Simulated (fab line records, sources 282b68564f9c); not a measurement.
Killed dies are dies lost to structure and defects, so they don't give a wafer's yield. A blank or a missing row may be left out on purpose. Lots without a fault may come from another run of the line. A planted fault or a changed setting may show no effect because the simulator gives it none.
Which tool did it? | flow rit_cmos | 6 lots, 18 wafers sampled, at 2 steps of a route of 202

WHAT THE GAUGES READ, wafer by wafer
RIT_ACTIVE_THK_MEAS_02.
lot  | measured    | on            | ACTIVE_OXIDE_THK (nm)
L873 | day 1 17:46 | film_metro-04 | 47.2 47.2 47.5
L877 | day 2 13:04 | film_metro-02 | 48.8 48.9 48.1
L879 | day 2 23:04 | film_metro-03 | 45.7 45.7 45.5
L881 | day 3 09:07 | film_metro-02 | 46.2 45.7 46.4
L883 | day 3 19:03 | film_metro-03 | 47.0 47.3 47.1
L890 | day 5 06:15 | film_metro-03 | 38.5 38.0 38.9

WHICH TOOL RAN EACH LOT (tool, then ch and the chambers of the sampled wafers, then the start)
lot  | RIT_ACTIVE_OXIDATION_01
L873 | furnace-02 ch 0, day 1 15:50
L877 | furnace-02 ch 0, day 2 11:07
L879 | furnace-04 ch 0, day 2 21:07
L881 | furnace-01 ch 0, day 3 07:10
L883 | furnace-04 ch 0, day 3 17:07
L890 | furnace-02 ch 0, day 5 04:18
- RIT_ACTIVE_OXIDATION_01: target thk 46.8 nm, ox time 3360 s.

THE ANSWER, worked out from the rows above alone
Rule: what is usual is taken from the lots themselves. Put in order of their means at a reading, lots are off if they are a third of the lots or fewer, leave a main group of 4 or more, and stand apart from it by a gap of 3 or more times the standard deviation of the main group's means; of several such gaps the widest counts. A main group whose means are all the same, to the digits that the tables above print for the reading, isn't used. A lot without any number at a reading at which 4 lots or more have one is off too. The other lots that the step has rows for count as sound.
Off: L890, at RIT_ACTIVE_THK_MEAS_02 (ACTIVE_OXIDE_THK). The main group: mean 47.0 nm, standard deviation 1.
A tool fits if, at a process step before that reading, it ran every lot that is off, and no sound lot after the first of them. The gauges at RIT_ACTIVE_THK_MEAS_02 are tried like those tools. Can't be told from this: 2 tools fit, furnace-02 at RIT_ACTIVE_OXIDATION_01, film_metro-03 at RIT_ACTIVE_THK_MEAS_02.

WHAT THE SIMULATOR HAD PUT IN
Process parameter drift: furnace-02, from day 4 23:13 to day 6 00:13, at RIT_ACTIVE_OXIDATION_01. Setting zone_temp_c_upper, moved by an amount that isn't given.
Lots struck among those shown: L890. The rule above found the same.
